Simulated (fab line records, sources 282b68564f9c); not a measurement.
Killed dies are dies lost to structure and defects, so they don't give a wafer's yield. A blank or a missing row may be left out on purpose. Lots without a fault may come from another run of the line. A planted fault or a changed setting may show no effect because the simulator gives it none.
Which tool did it? | flow rit_cmos | 6 lots, 18 wafers sampled, at 2 steps of a route of 202

WHAT THE GAUGES READ, wafer by wafer
RIT_ACTIVE_CD_MEAS_11: target cd 1400 nm.
lot  | measured    | on        | cd_nm (nm)
L707 | day 1 19:41 | cd_sem-01 | 1400.7 1403.3 1401.5
L709 | day 2 05:38 | cd_sem-01 | 1396.6 1397.0 1397.1
L711 | day 2 15:34 | cd_sem-01 | 1399.7 1402.4 1399.0
L713 | day 3 02:17 | cd_sem-02 | 1398.7 1395.8 1397.5
L722 | day 4 22:35 | cd_sem-02 | 1390.9 1390.9 1392.2
L728 | day 6 04:34 | cd_sem-02 | 1393.0 1394.0 1395.0

WHICH TOOL RAN EACH LOT (tool, then ch and the chambers of the sampled wafers, then the start)
lot  | RIT_ACTIVE_COAT_06
L707 | litho_track-02 ch 0, day 1 18:52
L709 | litho_track-02 ch 0, day 2 04:49
L711 | litho_track-01 ch 0, day 2 14:44
L713 | litho_track-01 ch 0, day 3 01:27
L722 | litho_track-03 ch 0, day 4 21:46
L728 | litho_track-02 ch 0, day 6 03:44
- RIT_ACTIVE_COAT_06: resist thk 1000 nm.

THE ANSWER, worked out from the rows above alone
Rule: what is usual is taken from the lots themselves. Put in order of their means at a reading, lots are off if they are a third of the lots or fewer, leave a main group of 4 or more, and stand apart from it by a gap of 3 or more times the standard deviation of the main group's means; of several such gaps the widest counts. A main group whose means are all the same, to the digits that the tables above print for the reading, isn't used. A lot without any number at a reading at which 4 lots or more have one is off too. The other lots that the step has rows for count as sound.
No lot is off at any reading shown: from this, nothing can be told.

WHAT THE SIMULATOR HAD PUT IN
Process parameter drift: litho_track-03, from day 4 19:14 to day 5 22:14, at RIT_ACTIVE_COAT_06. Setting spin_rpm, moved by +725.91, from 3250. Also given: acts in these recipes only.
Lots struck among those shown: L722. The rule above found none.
